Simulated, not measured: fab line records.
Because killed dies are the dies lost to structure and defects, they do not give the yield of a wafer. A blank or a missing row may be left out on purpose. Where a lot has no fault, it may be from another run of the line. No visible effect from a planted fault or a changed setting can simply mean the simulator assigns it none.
Matching of chambers + flow berkeley_cmos170 + UCB170_V2_CVD_00 on pecvd-02 has 3 sister chambers
The step deposits SiO2 from TEOS/O2, target thk 2000 nm, time 250 s. 14 wafers are shown with their chamber, then 7 later ones without.

EACH WAFER AND ITS CHAMBER
| wafer  | chamber | heater_power_w (W) |
|--------|---------|--------------------|
| L074.4 | 2       | 226                |
| L074.5 | 1       | 245                |
| L074.6 | 0       | 184                |
| L084.1 | 1       | 283                |
| L084.4 | 1       | 348                |
| L084.5 | 0       | 261                |
| L085.2 | 0       | 217                |
| L085.5 | 0       | 178                |
| L085.6 | 2       | 155                |
| L086.2 | 2       | 183                |
| L086.3 | 0       | 183                |
| L086.5 | 0       | 253                |
| L095.2 | 2       | 216                |
| L095.5 | 0       | 272                |

SIGNATURES, as means of the wafers listed above
| reading        | chamber 0 | chamber 1 | chamber 2 | scatter within a chamber |
|----------------|-----------|-----------|-----------|--------------------------|
| heater_power_w | 221.14    | 292.00    | 195.00    | 41                       |
Rule: for each reading, subtract the chamber's mean from the wafer's reading, divide by that reading's scatter and square the result; add these up over the readings and take the root, which gives the wafer's distance from the chamber. The wafer belongs to the nearest chamber; if the next one is less than 2 further off, it can't be placed. The scatter is the square root of a quotient: the sum, over the shown wafers, of each reading's squared deviation from its chamber's mean, divided by wafers minus chambers.

WAFERS WITHOUT THEIR CHAMBER
| wafer  | heater_power_w (W) |
|--------|--------------------|
| L095.6 | 251                |
| L093.2 | 226                |
| L093.3 | 354                |
| L093.6 | 154                |
| L097.3 | 219                |
| L097.4 | 180                |
| L097.5 | 260                |

WHICH CHAMBER EACH WENT THROUGH
| wafer  | from the rows above          | in truth |
|--------|------------------------------|----------|
| L095.6 | can't be placed: 0 or 1 or 2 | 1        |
| L093.2 | can't be placed: 0 or 2 or 1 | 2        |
| L093.3 | can't be placed: 1 or 0      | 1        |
| L093.6 | can't be placed: 2 or 0      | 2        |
| L097.3 | can't be placed: 0 or 2 or 1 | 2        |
| L097.4 | can't be placed: 2 or 0      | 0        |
| L097.5 | can't be placed: 1 or 0 or 2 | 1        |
Correctly placed: 0 of 7. Can't be placed from these rows: 7 (the true chamber is among the candidates in 7). Wrongly placed: 0.
